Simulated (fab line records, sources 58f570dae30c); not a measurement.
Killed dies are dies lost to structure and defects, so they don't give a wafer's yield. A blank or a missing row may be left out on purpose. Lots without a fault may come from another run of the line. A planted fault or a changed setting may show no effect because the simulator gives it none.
Split-lot experiment | flow berkeley_cmos170 | 5 lots, 23 wafers read, on a route of 331 steps

THE SPLIT
At UCB170_V1_EXPOSE_09 (exposes mask VIA1, target cd 700 nm), the setting dose_mj was moved away from the recipe's 37 on 7 of the 23 wafers read, by +2.6% to +6.2%. The other wafers ran this setting at the recipe's value.

FROM THE SPLIT TO THE READING: what the file shows between them, 5 steps
- UCB170_V1_PEB_10
- UCB170_V1_DEVELOP_11: develop time 45 s
- UCB170_V1_CD_MEAS_12: target cd 700 nm
- UCB170_V1_ETCH_14: etches SiO2 in CHF3/CF4/Ar, stops on Al, target depth 1250 nm, time 296.6 s
- UCB170_V1_STRIP_15: strips in O2

THE READING
cd_nm, in nm, at UCB170_V1_CD_MEAS_90 (target cd 700 nm). Fault-free wafers of this fab line usually give 700.1 nm, standard deviation 1.3 nm.

wafer  | tool, chamber at the split | dose_mj as run | against the recipe | cd_nm, nm | against lot-mates on the recipe
L076.1 | krf_scanner-02, 0          | 37             | recipe             | 700.6     | -
L076.2 | krf_scanner-02, 0          | 37             | recipe             | 699.6     | -
L076.3 | krf_scanner-02, 0          | 37             | recipe             | 699.0     | -
L076.4 | krf_scanner-02, 0          | 39.28          | +6.2%              | 708.8     | +9.1
L076.6 | krf_scanner-02, 0          | 39.28          | +6.2%              | 709.8     | +10.1
L077.1 | krf_scanner-01, 0          | 37.96          | +2.6%              | 702.5     | +3.3
L077.2 | krf_scanner-01, 0          | 37             | recipe             | 698.8     | -
L077.3 | krf_scanner-01, 0          | 37             | recipe             | 699.6     | -
L077.4 | krf_scanner-01, 0          | 37.96          | +2.6%              | 701.5     | +2.3
L077.6 | krf_scanner-01, 0          | 37.96          | +2.6%              | 705.0     | +5.8
L079.1 | krf_scanner-01, 0          | 37             | recipe             | 701.9     | -
L079.2 | krf_scanner-01, 0          | 37             | recipe             | 699.7     | -
L079.4 | krf_scanner-01, 0          | 37             | recipe             | 701.8     | -
L079.5 | krf_scanner-01, 0          | 37             | recipe             | 700.8     | -
L079.6 | krf_scanner-01, 0          | 37             | recipe             | 698.1     | -
L081.1 | krf_scanner-02, 0          | 39.18          | +5.9%              | 709.8     | +9.3
L081.2 | krf_scanner-02, 0          | 37             | recipe             | 701.9     | -
L081.4 | krf_scanner-02, 0          | 37             | recipe             | 700.1     | -
L081.5 | krf_scanner-02, 0          | 37             | recipe             | 699.6     | -
L081.6 | krf_scanner-02, 0          | 39.18          | +5.9%              | 711.2     | +10.7
L083.1 | krf_scanner-02, 0          | 37             | recipe             | 699.7     | -
L083.5 | krf_scanner-02, 0          | 37             | recipe             | 699.9     | -
L083.6 | krf_scanner-02, 0          | 37             | recipe             | 699.3     | -

THE FIT
A straight line over all 23 wafers: cd_nm changes by +1.6 nm for each +1% of dose_mj; r = +0.95; the points scatter about the line by 1.3 nm.
The same after taking each lot's own level away (the mean of its wafers on the recipe; 23 wafers): +1.61 nm for each +1%; r = +0.96; scatter 1.1 nm.
On that fit, the largest move of dose_mj shifts the reading by 9.9 nm.
The lots' own levels span 699.20 to 700.53 nm, that is 1.0 times the standard deviation above.
So the lot-to-lot level changes the slope little: the two slopes agree.
Check: with one of the wafers moved furthest among these (+6.2%) left out of the fit, the line predicts +10.1 nm for it against its lot-mates. It came out at +9.07 nm against them.

THE WHOLE CHAIN: every reading that the file lists as answering this split, in the file's order
step                 | what it does                                                                | reading                                                   | change (the file's fit)              | r (the file's)
UCB170_V1_CD_MEAS_12 | target cd 700 nm                                                            | cd_nm                                                     | +1.76 nm for each +1% of the setting | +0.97
UCB170_V1_ETCH_14    | etches SiO2 in CHF3/CF4/Ar, stops on Al, target depth 1250 nm, time 296.6 s | V1.cd_nm (the simulator's own value, which no gauge read) | +1.63 nm for each +1% of the setting | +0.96
UCB170_V1_CD_MEAS_90 | target cd 700 nm                                                            | cd_nm                                                     | +1.61 nm for each +1% of the setting | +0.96

THE FILE'S OWN FIT
cd_nm changes by +1.61 nm for each +1% of dose_mj, r = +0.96.
